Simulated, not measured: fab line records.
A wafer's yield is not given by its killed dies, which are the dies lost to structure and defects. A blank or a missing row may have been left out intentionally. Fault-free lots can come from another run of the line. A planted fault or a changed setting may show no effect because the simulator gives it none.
fab line records	flow berkeley_cmos170	part 1 of 2: steps 1 to 26 of 38
[record] lots = 5	wafers = 15	last_day = 11
route steps=331 shown PVT@122 GATE@125 FIELD@126 PLDD@145 NLDD@158
lots that met no fault: from a run of the same line without faults
start_h: hours from the record's first day to the start of the lot's first wafer shown	wait_h: hours since the lot's step before	" same as the row above	L1.1+2: a row that stands for several wafers	- no value, or no start was given	* or withheld: withheld	< > ~ a bound
route shown NAME@n: NAME is a module with steps in the file, n the number in the route of the first one	usual: mean and standard deviation over wafers with no fault	same: alike in all rows	chamber/n: place in a boat	sites: readings site by site	_std_site: the standard deviation of these	_edge_site: mean of outer sites minus mean of inner sites	radius_mm: how far each site lies from the wafer's centre	mask NAME#n: copy n	behind: tool/chamber where the wafer was last shaped	hold: cause of the lot's hold/its duration in hours/its outcome	device: the transistor (n, p or np) that didn't switch	end of line: tests of these same wafers at the route's end	for a step that has no rows: nothing shown but its recipe	killed: count of dies lost to structure and defects at first sort (not the wafer's yield)	map: the dies of a wafer, with x for killed, . for not killed, _ for no die there
set.NAME: the run value of the setting; set.NAME@STEP: its run value at that earlier step	model.NAME: the simulator's own value behind a step, which no gauge read
lots at selected steps of the route; one table per step, one row per wafer
services: when a tool's chamber went out of use (start_h, in hours from the record's first day, below 0 if earlier), for how many hours, and the reason
[[steps]]
[step UCB170_PVT_IMPLANT_07]
[recipe] species = P	dose_cm2 = 2e+12	energy_kev = 30	tilt_deg = 7
lot.wafer	tool	chamber	start_h	wait_h
L074.4+5+6	implanter-01	0	108.81	0.1
L081.2+3+6	implanter-01	0	139.38	0.0
L084.2+3+6	implanter-01	0	165.52	0.0
L085.1+3+4	implanter-04	0	165.77	0.0
L096.1+5+6	implanter-03	0	220.34	0.0
[step UCB170_PVT_STRIP_08]
[recipe] chemistry = O2	power_w = 400	pressure_mtorr = 3500	platen_temp_c = withheld	o2_flow_sccm = 400	overash_fraction = 0.5
[usual] drypump_motor_current_A = 5.38/0.26	oes_product_au = 0.734/0.0048	strip_time_to_endpoint_s = 21.64/0.055
lot.wafer	tool	chamber	start_h	wait_h	drypump_motor_current_A	oes_product_au	rf_hours_counter_h	strip_time_to_endpoint_s
L074.4	plasma_asher-03	0	108.92	0.1	5.41	0.737	-	21.59
L074.5	"	1	"	"	5.27	0.735	-	21.62
L074.6	"	0	"	"	5.41	0.731	-	21.65
L081.2	plasma_asher-02	1	139.51	0.1	5.56	0.728	45	21.62
L081.3	"	1	"	"	5.55	0.732	-	21.60
L081.6	"	1	"	"	5.58	0.743	-	21.60
L084.2	plasma_asher-02	0	165.64	0.1	5.08	0.729	48	21.55
L084.3	"	1	"	"	5.58	0.736	-	21.59
L084.6	"	0	"	"	5.05	0.737	-	21.63
L085.1	plasma_asher-01	0	165.92	0.1	5.26	0.742	5	21.68
L085.3	"	0	"	"	5.25	0.734	-	21.60
L085.4	"	1	"	"	5.90	0.738	-	21.66
L096.1	plasma_asher-01	1	220.49	0.1	5.90	0.740	11	21.67
L096.5	"	1	"	"	5.89	0.746	-	21.70
L096.6	"	0	"	"	5.25	0.737	-	21.66
[step UCB170_PVT_TW_MEAS_09]
[usual] PVT_TW = 508/3.4
lot.wafer	tool	chamber	start_h	wait_h	PVT_TW
L074.4	film_metro-03	-	109.02	0.1	510
L074.5	"	-	"	"	510
L074.6	"	-	"	"	510
L081.2	film_metro-03	-	139.62	0.1	512
L081.3	"	-	"	"	512
L081.6	"	-	"	"	511
L084.2	film_metro-03	-	165.75	0.1	511
L084.3	"	-	"	"	513
L084.6	"	-	"	"	513
L085.1	film_metro-04	-	166.02	0.1	501
L085.3	"	-	"	"	503
L085.4	"	-	"	"	502
L096.1	film_metro-04	-	220.59	0.1	505
L096.5	"	-	"	"	507
L096.6	"	-	"	"	505
[step UCB170_GATE_WET_ETCH_00]
[recipe] chemistry = dHF	dilution = 25:1	target = SiO2	temp_c = 25	time_s = 200
[usual] temp_c = 25.01/0.12
lot.wafer	tool	chamber	start_h	wait_h	temp_c
L074.4	wet_bench-03	3	109.05	0.0	25.15
L074.5	"	3	"	"	24.93
L074.6	"	3	"	"	25.19
L081.2	wet_bench-03	2	139.67	0.0	24.99
L081.3	"	2	"	"	24.99
L081.6	"	2	"	"	24.97
L084.2	wet_bench-03	0	165.92	0.2	24.73
L084.3	"	0	"	"	25.03
L084.6	"	0	"	"	24.90
L085.1	wet_bench-03	0	166.18	0.2	25.07
L085.3	"	0	"	"	24.89
L085.4	"	0	"	"	24.92
L096.1	wet_bench-04	3	220.65	0.1	24.98
L096.5	"	3	"	"	24.92
L096.6	"	3	"	"	24.82
[step UCB170_FIELD_THK_MEAS_91]
[recipe] reads = SiO2_of_FIELD_OXIDATION_01
[usual] FIELD_OXIDE_LEFT_2_THK = 358/8.2
lot.wafer	tool	chamber	start_h	wait_h	FIELD_OXIDE_LEFT_2_THK[nm]
L074.4	film_metro-01	-	109.14	0.0	353
L074.5	"	-	"	"	355
L074.6	"	-	"	"	354
L081.2	film_metro-04	-	139.74	0.0	347
L081.3	"	-	"	"	351
L081.6	"	-	"	"	347
L084.2	film_metro-03	-	165.99	0.0	362
L084.3	"	-	"	"	360
L084.6	"	-	"	"	356
L085.1	film_metro-03	-	166.24	0.0	359
L085.3	"	-	"	"	365
L085.4	"	-	"	"	363
L096.1	film_metro-03	-	220.72	0.0	362
L096.5	"	-	"	"	360
L096.6	"	-	"	"	368
[step UCB170_GATE_OXIDATION_01]
[recipe] temp_c = 850	ambient = O2	target_thk_a = 66	ox_time_s = 1800
[usual] zone_power_load_pct = 22.4/0.76
lot.wafer	tool	chamber	start_h	wait_h	zone_power_load_pct
L074.4	furnace-01	0	111.20	2.1	23.2
L074.5	"	0	"	"	23.1
L074.6	"	0	"	"	23.1
L081.2	furnace-01	0	144.50	4.8	23.0
L081.3	"	0	"	"	23.6
L081.6	"	0	"	"	23.0
L084.2	furnace-03	0	169.13	3.1	22.1
L084.3	"	0	"	"	21.9
L084.6	"	0	"	"	22.2
L085.1	furnace-03	0	169.13	2.9	22.3
L085.3	"	0	"	"	21.9
L085.4	"	0	"	"	22.2
L096.1	furnace-04	0	223.11	2.4	21.3
L096.5	"	0	"	"	21.9
L096.6	"	0	"	"	21.4
[step UCB170_GATE_THK_MEAS_02]
[recipe] reads = SiO2_of_GATE_OXIDATION_01
[usual] GATE_OXIDE_THK = 6.52/0.13
lot.wafer	tool	chamber	start_h	wait_h	GATE_OXIDE_THK[nm]
L074.4	film_metro-03	-	112.73	0.0	6.53
L074.5	"	-	"	"	6.43
L074.6	"	-	"	"	6.35
L081.2	film_metro-04	-	146.01	0.0	6.68
L081.3	"	-	"	"	6.53
L081.6	"	-	"	"	6.65
L085.1	film_metro-02	-	170.63	0.0	6.54
L085.3	"	-	"	"	6.37
L085.4	"	-	"	"	6.51
L084.2	film_metro-04	-	170.64	0.0	6.61
L084.3	"	-	"	"	6.51
L084.6	"	-	"	"	6.38
L096.1	film_metro-03	-	224.61	0.0	6.77
L096.5	"	-	"	"	6.85
L096.6	"	-	"	"	6.70
[step UCB170_GATE_ANNEAL_03]
[recipe] temp_c = 900	time_s = 1800	ambient = N2
[usual] zone_power_load_pct = 25.2/0.9
lot.wafer	tool	chamber	start_h	wait_h	zone_power_load_pct
L074.4	furnace-04	0	115.18	2.4	23.8
L074.5	"	0	"	"	24.0
L074.6	"	0	"	"	24.1
L081.2	furnace-01	0	149.92	3.9	26.0
L081.3	"	0	"	"	25.8
L081.6	"	0	"	"	25.6
L084.2	furnace-03	0	174.71	4.1	24.9
L084.3	"	0	"	"	25.0
L084.6	"	0	"	"	24.9
L085.1	furnace-03	0	174.71	4.1	25.3
L085.3	"	0	"	"	25.0
L085.4	"	0	"	"	24.9
L096.1	furnace-01	0	227.02	2.4	25.7
L096.5	"	0	"	"	26.0
L096.6	"	0	"	"	25.8
[step UCB170_GATE_CVD_04]
[recipe] material = poly-Si	temp_c = 610	precursor = SiH4	time_s = 1440	pressure_mtorr = 375	target_thk_nm = 214	sih4_flow_sccm = 120
[usual] zone_power_load_pct = 11.5/0.95
lot.wafer	tool	chamber	start_h	wait_h	zone_power_load_pct
L074.4	lpcvd-01	0	117.93	1.2	12.1
L074.5	"	0	"	"	12.2
L074.6	"	0	"	"	12.1
L081.2	lpcvd-02	0	152.48	1.1	10.3
L081.3	"	0	"	"	10.3
L081.6	"	0	"	"	10.4
L084.2	lpcvd-01	0	176.21	0.0	12.1
L084.3	"	0	"	"	12.0
L084.6	"	0	"	"	12.1
L085.1	lpcvd-01	1	176.21	0.0	12.6
L085.3	"	1	"	"	12.8
L085.4	"	1	"	"	12.9
L096.1	lpcvd-01	0	228.52	0.0	12.1
L096.5	"	0	"	"	12.1
L096.6	"	0	"	"	11.9
[step UCB170_GATE_THK_MEAS_05]
[recipe] reads = poly-Si_of_GATE_CVD_04
[usual] GATE_POLY_THK = 214.8/2.4
lot.wafer	tool	chamber	start_h	wait_h	GATE_POLY_THK[nm]
L074.4	film_metro-04	-	119.36	0.0	214.2
L074.5	"	-	"	"	215.5
L074.6	"	-	"	"	215.7
L081.2	film_metro-04	-	153.89	0.0	212.9
L081.3	"	-	"	"	215.6
L081.6	"	-	"	"	214.4
L085.1	film_metro-03	-	177.61	0.0	208.7
L085.3	"	-	"	"	211.0
L085.4	"	-	"	"	210.3
L084.2	film_metro-02	-	177.62	0.0	215.6
L084.3	"	-	"	"	215.7
L084.6	"	-	"	"	216.0
L096.1	film_metro-03	-	229.92	0.0	212.4
L096.5	"	-	"	"	213.1
L096.6	"	-	"	"	215.5
[step UCB170_GATE_COAT_06]
[recipe] resist = BARC	temp_c = withheld	time_s = withheld	spin_rpm = 3000	resist_thk_nm = withheld
[usual] spin_speed_rpm = 3000.0/1.9
lot.wafer	tool	chamber	start_h	wait_h	spin_speed_rpm
L074.4	litho_track-03	0	120.02	0.7	2998.7
L074.5	"	0	"	"	3000.4
L074.6	"	0	"	"	2996.9
L081.2	litho_track-01	0	153.97	0.1	2998.5
L081.3	"	0	"	"	2998.3
L081.6	"	0	"	"	2998.8
L084.2	litho_track-04	0	177.69	0.1	2999.6
L084.3	"	0	"	"	2997.8
L084.6	"	0	"	"	3000.9
L085.1	litho_track-03	0	177.80	0.2	3000.6
L085.3	"	0	"	"	2998.7
L085.4	"	0	"	"	2999.4
L096.1	litho_track-01	0	229.98	0.1	3002.1
L096.5	"	0	"	"	2999.7
L096.6	"	0	"	"	3001.5
[step UCB170_GATE_COAT_07]
[recipe] resist = KrF	spin_rpm = 1500	resist_thk_nm = 900
[usual] spin_speed_rpm = 1500.1/1
lot.wafer	tool	chamber	start_h	wait_h	spin_speed_rpm
L074.4	litho_track-03	0	-	-	1502.3
L074.5	"	0	"	"	1500.7
L074.6	"	0	"	"	1499.8
L081.2	litho_track-01	0	-	-	1499.4
L081.3	"	0	"	"	1499.1
L081.6	"	0	"	"	1499.9
L084.2	litho_track-04	0	-	-	1499.9
L084.3	"	0	"	"	1498.7
L084.6	"	0	"	"	1498.1
L085.1	litho_track-03	0	-	-	1499.3
L085.3	"	0	"	"	1499.8
L085.4	"	0	"	"	1499.3
L096.1	litho_track-01	0	-	-	1499.7
L096.5	"	0	"	"	1501.0
L096.6	"	0	"	"	1501.5
[step UCB170_GATE_SOFTBAKE_08]
[recipe] resist = KrF	temp_c = 130	time_s = 60
lot.wafer	tool	chamber	start_h	wait_h
L074.4+5+6	litho_track-03	0	-	-
L081.2+3+6	litho_track-01	0	-	-
L084.2+3+6	litho_track-04	0	-	-
L085.1+3+4	litho_track-03	0	-	-
L096.1+5+6	litho_track-01	0	-	-
[step UCB170_GATE_EXPOSE_09]
[recipe] mask_id = POLY	target_cd_nm = 350	na = 0.5	sigma_outer = 0.6	source_shape = conventional	dose_mj = 21
[usual] exposure_dose_mJ_cm2 = 20.991/0.023	reticle_temp_C = 23.02/0.12
lot.wafer	tool	chamber	start_h	wait_h	mask	exposure_dose_mJ_cm2	reticle_temp_C
L074.4	krf_scanner-02	0	120.46	-	POLY#0	20.999	23.16
L074.5	"	0	"	"	POLY#0	21.006	22.91
L074.6	"	0	"	"	POLY#0	21.006	23.00
L081.2	krf_scanner-02	0	154.41	-	POLY#0	20.976	22.95
L081.3	"	0	"	"	POLY#0	20.989	22.91
L081.6	"	0	"	"	POLY#0	20.981	22.83
L084.2	krf_scanner-02	0	178.26	-	POLY#0	20.984	23.26
L084.3	"	0	"	"	POLY#0	20.976	23.26
L084.6	"	0	"	"	POLY#0	21.003	23.11
L085.1	krf_scanner-01	0	178.60	-	POLY#0	20.985	23.15
L085.3	"	0	"	"	POLY#0	21.002	23.08
L085.4	"	0	"	"	POLY#0	21.008	23.23
L096.1	krf_scanner-01	0	230.56	-	POLY#0	20.978	22.92
L096.5	"	0	"	"	POLY#0	21.018	23.02
L096.6	"	0	"	"	POLY#0	21.024	23.03
[step UCB170_GATE_PEB_10]
[recipe] peb_temp_c = 130	peb_time_s = withheld	resist = KrF
lot.wafer	tool	chamber	start_h	wait_h
L074.4+5+6	litho_track-01	0	120.69	0.2
L081.2+3+6	litho_track-01	0	154.53	0.1
L084.2+3+6	litho_track-03	0	178.39	0.1
L085.1+3+4	litho_track-04	0	178.72	0.1
L096.1+5+6	litho_track-03	0	230.94	0.4
[step UCB170_GATE_DEVELOP_11]
[recipe] developer = TMAH	develop_time_s = 45	resist = KrF	dev_temp_c = 21
lot.wafer	tool	chamber	start_h	wait_h
L074.4+5+6	litho_track-01	0	-	-
L081.2+3+6	litho_track-01	0	-	-
L084.2+3+6	litho_track-03	0	-	-
L085.1+3+4	litho_track-04	0	-	-
L096.1+5+6	litho_track-03	0	-	-
[step UCB170_GATE_CD_MEAS_12]
[recipe] target_cd_nm = 350
[usual] cd_nm = 350.2/1.4
lot.wafer	tool	chamber	start_h	wait_h	cd_nm
L074.4	cd_sem-02	-	121.16	-	350.4
L074.5	"	-	"	"	351.9
L074.6	"	-	"	"	351.2
L081.2	cd_sem-02	-	154.80	-	350.7
L081.3	"	-	"	"	351.0
L081.6	"	-	"	"	350.7
L084.2	cd_sem-02	-	178.66	-	348.5
L084.3	"	-	"	"	349.2
L084.6	"	-	"	"	350.3
L085.1	cd_sem-01	-	179.05	-	349.8
L085.3	"	-	"	"	348.9
L085.4	"	-	"	"	349.1
L096.1	cd_sem-02	-	231.21	-	350.7
L096.5	"	-	"	"	350.3
L096.6	"	-	"	"	350.3
[step UCB170_GATE_OVL_MEAS_13]
[usual] GATE_OVL = -2/4.7
lot.wafer	tool	chamber	start_h	wait_h	GATE_OVL[nm]
L074.4	overlay-01	-	121.24	0.1	-2
L074.5	"	-	"	"	0
L074.6	"	-	"	"	-7
L081.2	overlay-01	-	154.91	0.1	-8
L081.3	"	-	"	"	-1
L081.6	"	-	"	"	-2
L084.2	overlay-01	-	178.76	0.1	-1
L084.3	"	-	"	"	-1
L084.6	"	-	"	"	-9
L085.1	overlay-01	-	179.17	0.1	6
L085.3	"	-	"	"	-2
L085.4	"	-	"	"	5
L096.1	overlay-01	-	231.33	0.1	5
L096.5	"	-	"	"	5
L096.6	"	-	"	"	2
[step UCB170_GATE_ETCH_14]
[recipe] chemistry = N2/H2	target_depth_a = withheld	overetch_a = withheld	target = BARC	time_s = withheld	source_w = 500	bias_w = 100	pressure_mtorr = 30	n2_flow_sccm = 100	h2_flow_sccm = 200
[usual] drypump_motor_current_A = 5.8/0.35	oes_product_au = 1.003/0.015	rf_fwd_power_W = 494.7/2.2	throttle_valve_pct = 13.31/0.18
lot.wafer	tool	chamber	start_h	wait_h	drypump_motor_current_A	oes_product_au	rf_fwd_power_W	throttle_valve_pct
L074.4	rie_diel-01	3	121.26	0.0	5.9	0.989	497.5	13.30
L074.5	"	3	"	"	5.9	0.982	496.6	13.31
L074.6	"	2	"	"	5.8	1.002	495.3	13.53
L081.2	rie_diel-04	3	154.94	0.0	6.0	1.026	494.0	13.16
L081.3	"	0	"	"	6.1	1.001	497.6	13.03
L081.6	"	0	"	"	6.1	1.010	494.1	13.01
L084.2	rie_diel-01	3	178.79	0.0	5.9	0.983	495.3	13.31
L084.3	"	2	"	"	5.8	0.997	495.4	13.52
L084.6	"	2	"	"	5.9	0.999	495.3	13.53
L085.1	rie_diel-03	2	179.20	0.0	5.9	0.998	496.7	13.09
L085.3	"	0	"	"	5.8	1.010	496.8	13.24
L085.4	"	1	"	"	6.2	1.011	494.4	13.42
L096.1	rie_diel-04	2	231.37	0.0	5.8	0.990	499.9	13.52
L096.5	"	2	"	"	5.8	0.991	499.4	13.51
L096.6	"	1	"	"	5.2	1.015	490.8	13.10
[step UCB170_GATE_ETCH_15]
[recipe] chemistry = HBr/Cl2	target = poly-Si	stop_on = SiO2	over_etch_frac = 0.3	icp_w = 300	bias_w = 150	time_s = 56.3	pressure_mtorr = 15	HBr_flow_sccm = 150	Cl2_flow_sccm = 50	target_depth_a = 2782
[usual] drypump_motor_current_A = 5.7/0.51	mfc_cl2_sccm = 50.00/0.14	oes_product_au = 0.833/0.018	rf_fwd_power_W = 297.3/1.2	throttle_valve_pct = 26.45/0.22
lot.wafer	tool	chamber	start_h	wait_h	drypump_motor_current_A	mfc_cl2_sccm	oes_product_au	rf_fwd_power_W	rf_hours_counter_h	throttle_valve_pct
L074.4	rie_si-01	1	121.30	-	6.4	49.93	0.810	296.4	1	26.33
L074.5	"	3	"	"	5.1	49.73	0.852	299.1	-	26.09
L074.6	"	0	"	"	5.6	49.92	0.812	296.8	-	26.31
L081.2	rie_si-01	2	154.98	-	5.3	49.80	0.806	295.3	1	26.37
L081.3	"	1	"	"	6.4	50.07	0.817	294.7	1	26.33
L081.6	"	0	"	"	5.6	50.19	0.813	297.0	-	26.31
L084.2	rie_si-01	3	178.83	-	5.1	50.28	0.847	297.7	7	26.11
L084.3	"	2	"	"	5.3	49.96	0.818	297.8	1	26.36
L084.6	"	3	"	"	5.1	50.26	0.847	297.4	-	26.12
L085.1	rie_si-01	0	179.24	-	5.6	50.04	0.799	297.2	2	26.32
L085.3	"	2	"	"	5.3	49.76	0.809	296.9	1	26.37
L085.4	"	3	"	"	5.1	50.13	0.843	299.3	7	26.10
L096.1	rie_si-02	1	231.41	-	6.4	50.12	0.857	296.8	0	26.55
L096.5	"	1	"	"	6.5	50.03	0.864	297.5	-	26.55
L096.6	"	0	"	"	5.3	49.89	0.836	297.7	-	26.73
[step UCB170_GATE_STRIP_16]
[recipe] chemistry = O2	power_w = 400	pressure_mtorr = 3500	platen_temp_c = withheld	o2_flow_sccm = 400	overash_fraction = 0.5
[usual] drypump_motor_current_A = 5.3/0.38	oes_product_au = 0.724/0.0046
lot.wafer	tool	chamber	start_h	wait_h	drypump_motor_current_A	oes_product_au	rf_hours_counter_h
L074.4	plasma_asher-03	0	121.38	0.1	5.4	0.729	-
L074.5	"	0	"	"	5.4	0.725	-
L074.6	"	1	"	"	5.3	0.726	-
L081.2	plasma_asher-03	0	155.03	0.0	5.4	0.727	45
L081.3	"	1	"	"	5.3	0.725	-
L081.6	"	1	"	"	5.3	0.717	-
L084.2	plasma_asher-04	0	178.88	0.0	4.7	0.719	42
L084.3	"	1	"	"	5.5	0.732	-
L084.6	"	1	"	"	5.5	0.724	-
L085.1	plasma_asher-01	0	179.29	0.0	5.3	0.726	6
L085.3	"	0	"	"	5.3	0.729	-
L085.4	"	1	"	"	5.9	0.718	-
L096.1	plasma_asher-03	0	231.46	0.0	5.4	0.725	52
L096.5	"	1	"	"	5.2	0.721	-
L096.6	"	0	"	"	5.4	0.724	-
[step UCB170_GATE_CD_MEAS_90]
[recipe] target_cd_nm = 350
[usual] cd_nm = 350.1/1.4
lot.wafer	tool	chamber	start_h	wait_h	cd_nm
L074.4	cd_sem-02	-	121.76	0.3	349.5
L074.5	"	-	"	"	351.8
L074.6	"	-	"	"	350.5
L081.2	cd_sem-02	-	155.15	0.1	350.9
L081.3	"	-	"	"	350.8
L081.6	"	-	"	"	350.6
L084.2	cd_sem-02	-	179.03	0.1	349.5
L084.3	"	-	"	"	348.7
L084.6	"	-	"	"	350.5
L085.1	cd_sem-01	-	179.39	0.1	349.1
L085.3	"	-	"	"	348.4
L085.4	"	-	"	"	348.2
L096.1	cd_sem-02	-	231.56	0.1	350.8
L096.5	"	-	"	"	349.9
L096.6	"	-	"	"	350.3
[step UCB170_GATE_CLEAN_17]
[recipe] chemistry = SPM	temp_c = 120	time_s = 600
[usual] temp_c = 119.99/0.13
lot.wafer	tool	chamber	start_h	wait_h	temp_c
L074.4	wet_bench-04	1	121.87	0.1	120.24
L074.5	"	1	"	"	119.85
L074.6	"	1	"	"	119.91
L081.2	wet_bench-03	0	155.25	0.1	120.27
L081.3	"	0	"	"	120.06
L081.6	"	0	"	"	120.05
L084.2	wet_bench-03	1	179.36	0.3	119.98
L084.3	"	1	"	"	120.02
L084.6	"	1	"	"	120.15
L085.1	wet_bench-03	0	179.56	0.1	119.73
L085.3	"	0	"	"	119.94
L085.4	"	0	"	"	119.94
L096.1	wet_bench-03	1	231.68	0.1	119.84
L096.5	"	1	"	"	120.07
L096.6	"	1	"	"	119.83
[step UCB170_PLDD_HMDS_00]
[recipe] prime_time_s = 60	prime_temp_c = 100
lot.wafer	tool	chamber	start_h	wait_h
L074.4+5+6	litho_track-01	0	122.25	0.2
L081.2+3+6	litho_track-02	0	155.45	0.0
L085.1+3+4	litho_track-01	0	180.01	0.3
L084.2+3+6	litho_track-02	0	180.03	0.5
L096.1+5+6	litho_track-04	0	231.85	0.0
[step UCB170_PLDD_COAT_01]
[recipe] resist = KrF	spin_rpm = 1500	resist_thk_nm = 900
[usual] spin_speed_rpm = 1499.8/0.92
lot.wafer	tool	chamber	start_h	wait_h	spin_speed_rpm
L074.4	litho_track-01	0	122.40	0.1	1499.2
L074.5	"	0	"	"	1500.5
L074.6	"	0	"	"	1499.9
L081.2	litho_track-02	0	155.60	0.1	1500.8
L081.3	"	0	"	"	1499.6
L081.6	"	0	"	"	1499.7
L085.1	litho_track-01	0	180.16	0.1	1500.2
L085.3	"	0	"	"	1499.3
L085.4	"	0	"	"	1500.5
L084.2	litho_track-02	0	180.18	0.1	1500.3
L084.3	"	0	"	"	1499.4
L084.6	"	0	"	"	1500.0
L096.1	litho_track-04	0	232.00	0.1	1501.9
L096.5	"	0	"	"	1500.5
L096.6	"	0	"	"	1502.1
[step UCB170_PLDD_SOFTBAKE_02]
[recipe] resist = KrF	temp_c = 130	time_s = 60
lot.wafer	tool	chamber	start_h	wait_h
L074.4+5+6	litho_track-01	0	122.55	0.1
L081.2+3+6	litho_track-02	0	155.75	0.1
L085.1+3+4	litho_track-01	0	180.31	0.1
L084.2+3+6	litho_track-02	0	180.33	0.1
L096.1+5+6	litho_track-04	0	232.15	0.1
